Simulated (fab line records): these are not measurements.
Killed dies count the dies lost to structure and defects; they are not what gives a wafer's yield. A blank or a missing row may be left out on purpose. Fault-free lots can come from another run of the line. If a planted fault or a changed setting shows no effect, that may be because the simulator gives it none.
Code-filled problem report in 8D (eight disciplines) form ; flow berkeley cmos170 ; the parts of the form that need people (team, actions taken, sign-off) are left out

== 1. WHAT WENT WRONG ==
run length s at UCB170_M1_METAL_ETCH_12 reads a mean of 145.2 s on 6 wafers of 2 lots; wafers without a fault read 158.8 s with a standard deviation of 0.38. That is -36 standard deviations from the usual mean.
The step: etches Al in Cl2/BCl3, stops on PSG, target depth 780 nm, time 130 s.
The first sign was on wafer L494.1 at day 9 20:47, on rie metal-03. Wafers with a number at this step in the record: 42, from 14 lots. Rule for "out" (also "out of limits"): further than 4 standard deviations from the usual mean. The rest of the wafers with a number are treated as sound.

== 2. WHAT IT IS, AND WHAT IT ISN'T ==
question;is;is not
which readings at this step;run length s, oes product au;drypump motor current A
which lots;L494, L497;L486, L487, L488, L490, L498, L500, L501, L502, L503, L505, L506, L507
which wafers of those lots;all that have a number;-
read on which tools;rie metal-03;rie metal-02, rie metal-04
when;from day 9 20:47;"up to then (12 sound wafers); but 24 sound wafers of L498, L500, L501, L502, L503, L505, L506, L507 came after"

== 3. WHAT RULES OUT EACH SUSPECT ==
Counting: a tool stays on the suspect list if, at a process step up to the reading, it processed all lots that are out and no sound lot following the first of them.
- rie metal-03 at UCB170_M1_METAL_ETCH_12 (etches Al in Cl2/BCl3, stops on PSG, target depth 780 nm, time 130 s): kept. All lots that are out passed through it, beginning with L494 at day 9 20:47, and no sound lot followed; its final sound lot before that point was L490 at day 8 23:10. Its own readings are out on those wafers: oes product au, run length s.
Remaining after the count: rie metal-03 at UCB170_M1_METAL_ETCH_12.

== 4. THE CAUSE (what the simulator had put in) ==
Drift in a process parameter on rie metal-03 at UCB170_M1_METAL_ETCH_12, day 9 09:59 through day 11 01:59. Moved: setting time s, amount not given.
Counting left only this tool.

== 5. THE EFFECT CHAIN, in route order ==
One row per reading whose mean, taken over the struck wafers that have a number, lies over 3 standard deviations from the usual. Scope: only readings with a usual standard deviation given in the record; hours: median across lots of the time from each lot's start at the first step in this table that gives one to its start at this step; sigmas: change in usual standard deviations.
hours;step;reading;usual;on struck wafers;change;sigmas
0;UCB170_M1_METAL_ETCH_12;oes product au;0.854 a.u.;0.953;+0.099;+7.6
0;UCB170_M1_METAL_ETCH_12;run length s;158.8 s;145.2;-13.6;-36
The process steps in it:
- UCB170_M1_METAL_ETCH_12: etches Al in Cl2/BCl3, stops on PSG, target depth 780 nm, time 130 s.

== 6. WHAT WOULD HAVE CAUGHT IT SOONER ==
In this record no reading fell out of limits until day 9 20:47, 11 hours after the fault had begun at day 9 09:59.
